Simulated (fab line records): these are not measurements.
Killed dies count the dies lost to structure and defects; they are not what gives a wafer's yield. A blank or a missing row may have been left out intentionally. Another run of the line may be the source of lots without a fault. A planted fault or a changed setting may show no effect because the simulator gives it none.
A lot that was struck, set against a sound lot | flow berkeleyCmos170 | 15 out of 331 route steps
Sound: the wafers L316.3, L316.4, L316.6. Wafers L321.1, L321.2, L321.4 were the ones struck. The cause is named last.
Each step with rows lists, per side, the tool, then ch with its chambers, then its first start. Under that, the readings that differ: sound wafers | struck wafers | difference of the means | sigmas: that difference in standard deviations of wafers without a fault.
alike: readings whose means differ by less than 2 such deviations, and words and numbers that are the same on both sides. not compared: withheld readings, readings that some wafer has no value for, bounds like >300 that may hide the same value, and numbers for which the record gives no deviation and whose values overlap.
Wherever a step has rows on one side only, a row that says differs or no value, or a row with sigmas, the two part there. Non-overlapping numbers with no deviation appear without sigmas and do not part them. Lack of a reading on every wafer of one side parts them only where that side has two or more wafers.

first, 5 steps without rows for these wafers: UCB170_CONTACT_COAT_10 (resist thk 900 nm); UCB170_CONTACT_SOFTBAKE_11 (time 60 s); UCB170_CONTACT_EXPOSE_12 (exposes mask CONT, target cd 700 nm); UCB170_CONTACT_PEB_13; UCB170_CONTACT_DEVELOP_14 (develop time 45 s).
UCB170_CONTACT_CD_MEAS_15: the cd target is 700 nm.
  struck on cdSem-02, day 10 22:13; sound on cdSem-02, day 9 18:04
  alike: cdNm
UCB170_CONTACT_OVL_MEAS_16:
  struck on overlay-01, day 10 22:20; sound on overlay-02, day 9 18:10
  alike: CONTACT_OVL
UCB170_CONTACT_ETCH_17: etches BARC in N2/H2.
  sound on rieDiel-03 ch 1,2,3, day 9 18:11; struck on rieDiel-01 ch 0,1,2, day 10 22:22
  alike: drypumpMotorCurrentA, oesProductAu, throttleValvePct
UCB170_CONTACT_ETCH_18: etches PSG in CHF3/CF4/Ar, stops on TiSi2, target depth 840 nm, time 195 s.
  sound on rieDiel-03 ch 1,2,3; struck on rieDiel-01 ch 0,1,2
  alike: drypumpMotorCurrentA, mfcArSccm, oesProductAu, throttleValvePct
  not compared: rfHoursCounterH
UCB170_CONTACT_STRIP_19: strips in O2.
  sound on plasmaAsher-01 ch 0,1, day 9 18:23; struck on plasmaAsher-01 ch 0,1, day 10 22:32
  alike: drypumpMotorCurrentA, oesProductAu
  not compared: rfHoursCounterH
UCB170_CONTACT_CD_MEAS_90: the cd target is 700 nm.
  struck on cdSem-01, day 10 22:38; sound on cdSem-02, day 9 18:30
  alike: cdNm
then, 1 step without rows for these wafers: UCB170_CONTACT_CLEAN_20 (cleans in SPM, time 600 s).
UCB170_M1_SPUTTER_00: material Al, target thk 600 nm, time 80 s.
  struck on pvdSputter-03, day 10 23:11; sound on pvdSputter-03, day 9 18:45
  alike: throttleValvePct
UCB170_M1_RS_MEAS_01: a four-point-probe measurement.
  struck on filmMetro-04, day 10 23:32; sound on filmMetro-04, day 9 18:51
reading           | sound                | struck               | difference | sigmas
M1_AL_RS (ohm/sq) | 0.0486 0.0482 0.0483 | 0.0236 0.0237 0.0238 | -0.0247    | -47
UCB170_M3_PROBE_99:
  the record has rows for the sound wafers here (prober-01, day 10 13:53) and none for the struck ones

== WHERE THEY PART ==
First at UCB170_M1_RS_MEAS_01; last, within this record, at UCB170_M3_PROBE_99.

WHY: the cause the simulator had injected
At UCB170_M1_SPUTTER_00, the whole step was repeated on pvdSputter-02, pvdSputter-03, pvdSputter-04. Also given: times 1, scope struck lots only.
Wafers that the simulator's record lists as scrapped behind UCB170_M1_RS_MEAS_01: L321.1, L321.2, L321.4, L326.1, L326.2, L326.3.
